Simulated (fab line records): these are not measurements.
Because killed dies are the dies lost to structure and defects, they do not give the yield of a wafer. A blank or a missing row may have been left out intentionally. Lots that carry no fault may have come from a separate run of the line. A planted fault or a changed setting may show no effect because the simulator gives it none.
Split-lot experiment + flow rit-cmos + 23 wafers read from 5 lots, route of 202 steps

ABOUT THE SPLIT
At RIT_CONTACT_CVD_00 (deposits SiO2 from TEOS, target thk 400 nm, time 61 s), the setting time-s was moved away from the recipe's 61 s on 10 of the 23 wafers read, by -14.7% to +13.2%. The other wafers ran this setting at the recipe's value.

There is no step in the file separating the split from the reading.

THE READING
CONTACT_TEOS_THK, in nm, at RIT_CONTACT_THK_MEAS_01. On this fab line, fault-free wafers typically give 400 nm with a standard deviation of 5.8 nm.

| wafer  | tool, chamber at the split | time-s as run, s | against the recipe | CONTACT_TEOS_THK, nm | against lot-mates on the recipe |
|--------|----------------------------|------------------|--------------------|----------------------|---------------------------------|
| L077.1 | pecvd-03, 0                | 52.02            | -14.7%             | 334                  | -60                             |
| L077.2 | pecvd-03, 2                | 52.02            | -14.7%             | 330                  | -64                             |
| L077.3 | pecvd-03, 1                | 61               | recipe             | 392                  | -                               |
| L077.5 | pecvd-03, 0                | 61               | recipe             | 398                  | -                               |
| L077.6 | pecvd-03, 2                | 61               | recipe             | 393                  | -                               |
| L079.1 | pecvd-04, 1                | 61               | recipe             | 395                  | -                               |
| L079.2 | pecvd-04, 0                | 61               | recipe             | 390                  | -                               |
| L079.3 | pecvd-04, 2                | 69.04            | +13.2%             | 445                  | +50                             |
| L079.4 | pecvd-04, 2                | 61               | recipe             | 401                  | -                               |
| L079.6 | pecvd-04, 0                | 69.04            | +13.2%             | 450                  | +55                             |
| L080.1 | pecvd-03, 2                | 61               | recipe             | 394                  | -                               |
| L080.2 | pecvd-03, 0                | 61               | recipe             | 392                  | -                               |
| L080.3 | pecvd-03, 1,2              | 66.59            | +9.2%              | 434                  | +41                             |
| L080.4 | pecvd-03, 1,2              | 66.59            | +9.2%              | 434                  | +41                             |
| L080.5 | pecvd-03, 1                | 66.59            | +9.2%              | 445                  | +52                             |
| L081.2 | pecvd-01, 0                | 61               | recipe             | 396                  | -                               |
| L081.3 | pecvd-01, 1                | 61               | recipe             | 410                  | -                               |
| L081.5 | pecvd-01, 0                | 61               | recipe             | 406                  | -                               |
| L082.2 | pecvd-04, 0                | 61               | recipe             | 390                  | -                               |
| L082.3 | pecvd-04, 1                | 61               | recipe             | 391                  | -                               |
| L082.4 | pecvd-04, 0                | 64.74            | +6.1%              | 424                  | +34                             |
| L082.5 | pecvd-04, 1                | 64.74            | +6.1%              | 428                  | +38                             |
| L082.6 | pecvd-04, 2                | 64.74            | +6.1%              | 428                  | +38                             |
Where a row lists several chambers, the file gives one row for several wafers and doesn't say which wafer went through which chamber.

THE FIT
A straight line over all 23 wafers: CONTACT_TEOS_THK changes by +4.31 nm for each +1% of time-s; r = +0.98; the points scatter about the line by 5.8 nm.
The same after taking each lot's own level away (the mean of its wafers on the recipe; 23 wafers): +4.4 nm for each +1%; r = +0.98; scatter 5.5 nm.
The reading moves by 65 nm for the largest change in time-s, on that fit.
From 390.5 to 404.0 nm: that is the span of the lots' own levels, equal to 2.3 times the standard deviation above.
The two slopes agree, so the slope changes little with the lot-to-lot level.
Check: for one of the wafers moved furthest among these (-14.7%), held out of the fit, the line's prediction against its lot-mates is -64.6 nm. It came out at -60.3 nm against them.

THESE WAFERS: OTHER SPLITS
Note: prior to the reading, these wafers also went through further splits. Each is held against what the fit with the lots' levels taken away leaves over:
| other split on the same wafers     | wafers away from the commonest value | r with CONTACT_TEOS_THK (lot level and that fit taken away) |
|------------------------------------|--------------------------------------|-------------------------------------------------------------|
| RIT_GATE_EXPOSE_13 dose-mj         | 9                                    | +0.50                                                       |
| RIT_GATE_ETCH_19 over-etch-frac    | 7                                    | -0.19                                                       |
| RIT_NLDD_COAT_01 resist-thk-nm     | 8                                    | -0.13                                                       |
| RIT_NLDD_DEVELOP_05 develop-time-s | 10                                   | -0.18                                                       |
| RIT_PLDD_IMPLANT_08 energy-kev     | 6                                    | +0.43                                                       |
| RIT_NSD_IMPLANT_08 dose-cm2        | 7                                    | -0.03                                                       |
| RIT_SDANNEAL_CLEAN_00 temp-c       | 15                                   | +0.24                                                       |

THE WHOLE CHAIN: every reading that the file lists as answering this split, in the file's order
| step                    | what it does                                          | reading                                                                        | change (the file's fit)                                                          | r (the file's) |
|-------------------------|-------------------------------------------------------|--------------------------------------------------------------------------------|----------------------------------------------------------------------------------|----------------|
| RIT_CONTACT_CVD_00      | deposits SiO2 from TEOS, target thk 400 nm, time 61 s | SiO2_of_CONTACT_CVD_00.thk-nm (the simulator's own value, which no gauge read) | +4.36 nm for each +1% of the setting                                             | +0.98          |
| RIT_CONTACT_THK_MEAS_01 |                                                       | CONTACT_TEOS_THK                                                               | +4.36 for each +1% of the setting                                                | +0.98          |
| RIT_M1_PROBE_99         |                                                       | killed-at-contacts                                                             | not straight: 0.5 at the lowest setting, 0.2 at the recipe, 248.5 at the highest | not given      |

THE FILE'S OWN FIT
CONTACT_TEOS_THK changes by +4.36 nm for each +1% of time-s, r = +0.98.
